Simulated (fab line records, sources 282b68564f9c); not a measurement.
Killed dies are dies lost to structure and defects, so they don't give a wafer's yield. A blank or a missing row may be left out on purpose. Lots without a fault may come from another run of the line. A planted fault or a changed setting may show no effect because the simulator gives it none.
fab line records | flow rit_cmos
record lots=13 wafers=39 last_day=7
route steps=202 shown PRETRO@67 M1@202
lots that met no fault: from a run of the same line without faults
start_h: hours from the record's first day to the start of the lot's first wafer shown | wait_h: hours since the lot's step before | " the same as in the row above | L1.1+2: a row that stands for several wafers | - no value, or no start given | * or withheld: withheld | < > ~ a bound
route shown NAME@n: a module of which the file shows steps, and the number in the route of the first | usual: mean/standard deviation of fault-free wafers | same: alike in all rows | chamber/n: place in a boat | sites: the reading at each site | _std_site: their standard deviation | _edge_site: outer sites' mean less inner sites' | radius_mm: how far each site lies from the wafer's centre | mask NAME#n: copy n | behind: the tool/chamber that last shaped the wafer | hold: why the lot was held/for how many hours/how that ended | device: the transistor (n, p or np) that didn't switch | end of line: the same wafers' tests at the end of the route | a step without rows: its recipe alone | killed: dies lost to structure and defects at the first sort, not the wafer's yield | map: a wafer's dies, x killed, . not, _ none there
set.NAME: the setting as run; set.NAME@STEP: as run at that earlier step | model.NAME: the simulator's own value behind a step, which no gauge read
steps of the route over a sample of lots; a table a step, a row a wafer
services: from which hour (start_h, from the record's first day; less than 0 if before it) a tool's chamber was out of use, for how many hours, and why
## steps
# step RIT_PRETRO_EXPOSE_03
# recipe mask_id=M5 na=0.57 target_cd_nm=43700 dose_mj=250
# columns lot.wafer tool chamber start_h wait_h mask
L649.1+4+6 iline_stepper-01 0 32.74 0.2 M5#0
L651.2+4+6 iline_stepper-01 0 40.27 0.1 M5#0
L652.3+4+5 iline_stepper-01 0 48.97 0.1 M5#0
L653.2+4+6 iline_stepper-02 0 51.97 0.2 M5#0
L654.1+2+5 iline_stepper-02 0 60.16 0.1 M5#0
L655.1+2+6 iline_stepper-02 0 64.50 0.1 M4#0
L659.1+2+6 iline_stepper-02 0 83.83 0.1 M5#0
L661.1+2+4 iline_stepper-02 0 92.29 0.2 M5#0
L665.3+4+5 iline_stepper-02 0 111.39 0.1 M5#0
L666.1+2+6 iline_stepper-01 0 116.75 0.2 M5#0
L667.2+4+6 iline_stepper-02 0 122.29 0.2 M5#0
L670.2+3+4 iline_stepper-01 0 135.90 0.1 M5#0
L671.2+4+5 iline_stepper-02 0 141.72 0.2 M5#0
# step RIT_PRETRO_OVL_MEAS_06
# usual PRETRO_OVL=-0.9/1.3
# columns lot.wafer tool chamber start_h wait_h PRETRO_OVL[nm]
L649.1 overlay-01 - 33.17 - -0.2
L649.4 " - " " -1.2
L649.6 " - " " -0.9
L651.2 overlay-02 - 40.68 - -0.4
L651.4 " - " " -0.6
L651.6 " - " " 0.0
L652.3 overlay-01 - 49.37 - 0.6
L652.4 " - " " 2.0
L652.5 " - " " 1.6
L653.2 overlay-01 - 52.39 - 0.1
L653.4 " - " " 0.0
L653.6 " - " " -1.3
L654.1 overlay-01 - 60.59 - -0.5
L654.2 " - " " 0.1
L654.5 " - " " 1.5
L655.1 overlay-01 - 64.93 - -
L655.2 " - " " -
L655.6 " - " " -
L659.1 overlay-01 - 84.29 - -2.2
L659.2 " - " " -1.3
L659.6 " - " " 0.4
L661.1 overlay-02 - 92.72 - 0.1
L661.2 " - " " -2.3
L661.4 " - " " -0.7
L665.3 overlay-01 - 111.79 - -2.9
L665.4 " - " " -2.2
L665.5 " - " " -2.7
L666.1 overlay-01 - 117.18 - 0.0
L666.2 " - " " -0.3
L666.6 " - " " 1.5
L667.2 overlay-02 - 122.71 - -3.0
L667.4 " - " " -1.6
L667.6 " - " " -2.6
L670.2 overlay-01 - 136.32 - 0.9
L670.3 " - " " -0.3
L670.4 " - " " -0.9
L671.2 overlay-02 - 142.13 - -4.0
L671.4 " - " " -2.6
L671.5 " - " " -1.2
# step RIT_PRETRO_TW_MEAS_10
# usual PRETRO_TW=474/5
# columns lot.wafer tool chamber start_h wait_h PRETRO_TW
L649.1 film_metro-02 - 33.78 0.1 475
L649.4 " - " " 478
L649.6 " - " " 477
L651.2 film_metro-02 - 41.34 0.1 477
L651.4 " - " " 475
L651.6 " - " " 474
L652.3 film_metro-01 - 49.99 0.1 465
L652.4 " - " " 467
L652.5 " - " " 463
L653.2 film_metro-03 - 53.01 0.1 479
L653.4 " - " " 479
L653.6 " - " " 480
L654.1 film_metro-01 - 61.20 0.1 465
L654.2 " - " " 468
L654.5 " - " " 467
L655.1 film_metro-01 - 65.54 0.1 30
L655.2 " - " " 29
L655.6 " - " " 29
L659.1 film_metro-02 - 84.90 0.1 475
L659.2 " - " " 471
L659.6 " - " " 472
L661.1 film_metro-03 - 93.34 0.1 474
L661.2 " - " " 477
L661.4 " - " " 475
L665.3 film_metro-01 - 112.41 0.1 468
L665.4 " - " " 466
L665.5 " - " " 467
L666.1 film_metro-02 - 117.79 0.1 476
L666.2 " - " " 474
L666.6 " - " " 473
L667.2 film_metro-02 - 123.33 0.1 472
L667.4 " - " " 472
L667.6 " - " " 473
L670.2 film_metro-02 - 136.94 0.1 474
L670.3 " - " " 472
L670.4 " - " " 474
L671.2 film_metro-03 - 142.75 0.1 481
L671.4 " - " " 483
L671.5 " - " " 477
# step RIT_M1_PROBE_99
# usual killed_at_contacts=0.0/0.2 killed_at_front_end=6.6/2.9 killed_dies=6.6/3 killed_on_rim=1.7/1.4 killed_open=3.4/2 killed_short=3.2/2
# same gross_dies=264 killed_at_M0_to_M3=0 killed_at_M4_up=0 killed_at_back_side=0 killed_at_other=0
# columns lot.wafer tool chamber start_h wait_h killed_at_contacts killed_at_front_end killed_dies killed_on_rim killed_open killed_short
L655.1 prober-02 - 91.06 0.1 1 263 264 70 2 5
L655.2 prober-02 - 91.11 0.1 0 264 264 70 1 3
L655.6 prober-02 - 91.31 0.2 0 264 264 70 3 2
# killed by level:class
L655.1 PRETRO:area_expose=257 GATE:geometric_particle:short=3 GATE:geometric_particle:open=1 SPACER:geometric_particle:short=1 SILICIDE:geometric_particle:short=1 CONTACT:geometric_particle:open=1
L655.2 PRETRO:area_expose=260 GATE:geometric_particle:short=2 FOX1:geometric_particle:short=1 GATE:geometric_particle:open=1
L655.6 PRETRO:area_expose=259 FOX1:geometric_particle:open=1 GATE:geometric_particle:open=1 GATE:geometric_particle:short=1 SILICIDE:geometric_particle:short=1 SILICIDE:geometric_particle:open=1
## services
# columns tool chamber start_h hours kind
iline_stepper-01 - 75.87 4.3 pm
iline_stepper-02 - 139.38 1.7 pm
## key
first_sign step=RIT_PRETRO_EXPOSE_03 reading=mask direction=changed
effect step=RIT_PRETRO_OVL_MEAS_06 reading=PRETRO_OVL direction=missing
effect step=RIT_PRETRO_TW_MEAS_10 reading=PRETRO_TW direction=down sigmas=89 usual=474 struck=29
effect step=RIT_M1_PROBE_99 reading=killed_at_front_end direction=up sigmas=87 usual=6.6 struck=263.7
more_kills_born_at RIT_PRETRO_EXPOSE_03@iline_stepper-02=776
met_at RIT_PRETRO_EXPOSE_03
struck_lots L655
tester_left_out L655
onset_between 60.16 64.50
fault kind=wrong_mask tool=any chamber=- onset_h=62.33 steps=RIT_PRETRO_EXPOSE_03 aux_copy=M4#0 scope=struck_lots_only
# tester_left_out: of these lots the tester's yield and bins aren't shown, on N5 and GAA mostly nor the transistor test; their killed dies are dies lost to structure and defects alone, not to doping, threshold or leakage, so they don't give the yield
